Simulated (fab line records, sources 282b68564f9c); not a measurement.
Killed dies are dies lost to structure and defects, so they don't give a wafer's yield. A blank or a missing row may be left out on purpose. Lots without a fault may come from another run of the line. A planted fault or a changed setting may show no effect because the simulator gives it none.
A struck lot beside a sound one | flow rit_cmos | 20 steps out of a route of 202
Sound: wafers L774.3, L774.4, L774.5. Struck: wafers L788.2, L788.3, L788.6. The cause comes at the end.
At each step with rows: each side's tool, then ch and its chambers, then its first start. Under that, the readings that differ: sound wafers | struck wafers | difference of the means | sigmas: that difference in standard deviations of wafers without a fault.
alike: readings whose means differ by less than 2 such deviations, and words and numbers that are the same on both sides. not compared: withheld readings, readings that some wafer has no value for, bounds like >300 that may hide the same value, and numbers for which the record gives no deviation and whose values overlap.
The two part at a step that has a row with sigmas, a row that says differs or no value, or rows on one side only. Numbers that don't overlap but have no deviation are shown without sigmas and don't part them. A reading that every wafer of one side lacks parts them only if that side has two wafers or more.

RIT_SDANNEAL_RS_MEAS_06: measures by four-point-probe.
  sound on film_metro-02, day 4 01:56; struck on film_metro-03, day 6 23:29
  alike: PLDD_RS
RIT_SDANNEAL_RS_MEAS_07: measures by four-point-probe.
  sound on film_metro-02, day 4 02:04; struck on film_metro-03, day 6 23:36
  alike: NLDD_RS
then, 1 step without rows for these wafers: RIT_SILICIDE_WET_ETCH_00 (etches SiO2 in BOE, target depth 14 nm, time 15 s).
RIT_SILICIDE_SPUTTER_01: material Ti, target thk 30 nm, time 240 s.
  sound on pvd_sputter-02, day 4 02:09; struck on pvd_sputter-02, day 6 23:43
  alike: throttle_valve_pct
RIT_SILICIDE_RS_MEAS_02: measures by four-point-probe.
  sound on film_metro-04, day 4 02:20; struck on film_metro-02, day 6 23:53
  alike: SILICIDE_TI_RS
RIT_SILICIDE_THK_MEAS_03: measures by xrf.
  sound on film_metro-04, day 4 02:26; struck on film_metro-02, day 6 23:59
  alike: SILICIDE_TI_THK
RIT_SILICIDE_RTA_04: time 10 s, ramp up 5 s, ramp down 5 s.
  sound on rtp_anneal-02 ch 0, day 4 02:31; struck on rtp_anneal-02 ch 0, day 7 00:03
  alike: wafer_temp_C_max
then, 1 step without rows for these wafers: RIT_SILICIDE_WET_ETCH_05 (etches Ti in SPM, time 120 s).
RIT_SILICIDE_RTA_06: time 10 s, ramp up 5 s, ramp down 10 s.
  sound on rtp_anneal-01 ch 0, day 4 02:37; struck on rtp_anneal-01 ch 0, day 7 00:10
  alike: wafer_temp_C_max
RIT_CONTACT_CVD_00: deposits SiO2 from TEOS, target thk 400 nm, time 61 s.
  sound on pecvd-03 ch 0,1,2, day 4 02:40; struck on pecvd-02 ch 1,2, day 7 00:13
  alike: heater_power_w
  not compared: since_wet_clean_h
RIT_CONTACT_THK_MEAS_01:
  sound on film_metro-01, day 4 02:44; struck on film_metro-04, day 7 00:17
  alike: CONTACT_TEOS_THK
then, 1 step without rows for these wafers: RIT_CONTACT_HMDS_02 (prime time 60 s).
RIT_CONTACT_COAT_03: resist thk 1000 nm.
  sound on litho_track-03 ch 0, day 4 02:58; struck on litho_track-01, day 7 00:30
  no value came back on the struck wafers for chill_plate_temp_C (C), dispense_pressure_kPa (kPa); on the sound wafers chill_plate_temp_C (C) reads 23.09 23.21 23.12
then, 4 steps without rows for these wafers: RIT_CONTACT_SOFTBAKE_04 (time 60 s); RIT_CONTACT_EXPOSE_05 (exposes mask M11, target cd 1000 nm); RIT_CONTACT_PEB_06; RIT_CONTACT_DEVELOP_07 (develop time 120 s).
RIT_CONTACT_CD_MEAS_08: target cd 1000 nm.
  sound on cd_sem-02, day 4 03:47; struck on cd_sem-02, day 7 01:28
  reading    | sound             | struck | difference                    | sigmas
  cd_nm (nm) | 999.4 997.0 998.1 | - - -  | no value on the struck wafers |
RIT_CONTACT_OVL_MEAS_09:
  sound on overlay-02, day 4 03:52; struck on overlay-02, day 7 01:34
  reading          | sound        | struck | difference                    | sigmas
  CONTACT_OVL (nm) | 0.7 0.1 -0.1 | - - -  | no value on the struck wafers |
RIT_M1_PROBE_99:
  sound on prober-02, day 4 09:10; struck on prober-01, day 7 11:08
  reading            | sound  | struck                                                               | difference                   | sigmas
  hold               | - - -  | await_dispo/2.6h/scrap await_dispo/2.6h/scrap await_dispo/2.6h/scrap | no value on the sound wafers |
  killed_at_contacts | 1 0 0  | 258 257 252                                                          | +255                         | +99 or more
  killed_dies        | 6 8 16 | 264 264 264                                                          | +254                         | +88
  killed_on_rim      | 2 3 8  | 70 70 70                                                             | +66                          | +47
  alike: killed_at_front_end, killed_open, killed_short

WHERE THEY PART
First at RIT_CONTACT_COAT_03; last, within this record, at RIT_M1_PROBE_99.

WHY: what the simulator had put in
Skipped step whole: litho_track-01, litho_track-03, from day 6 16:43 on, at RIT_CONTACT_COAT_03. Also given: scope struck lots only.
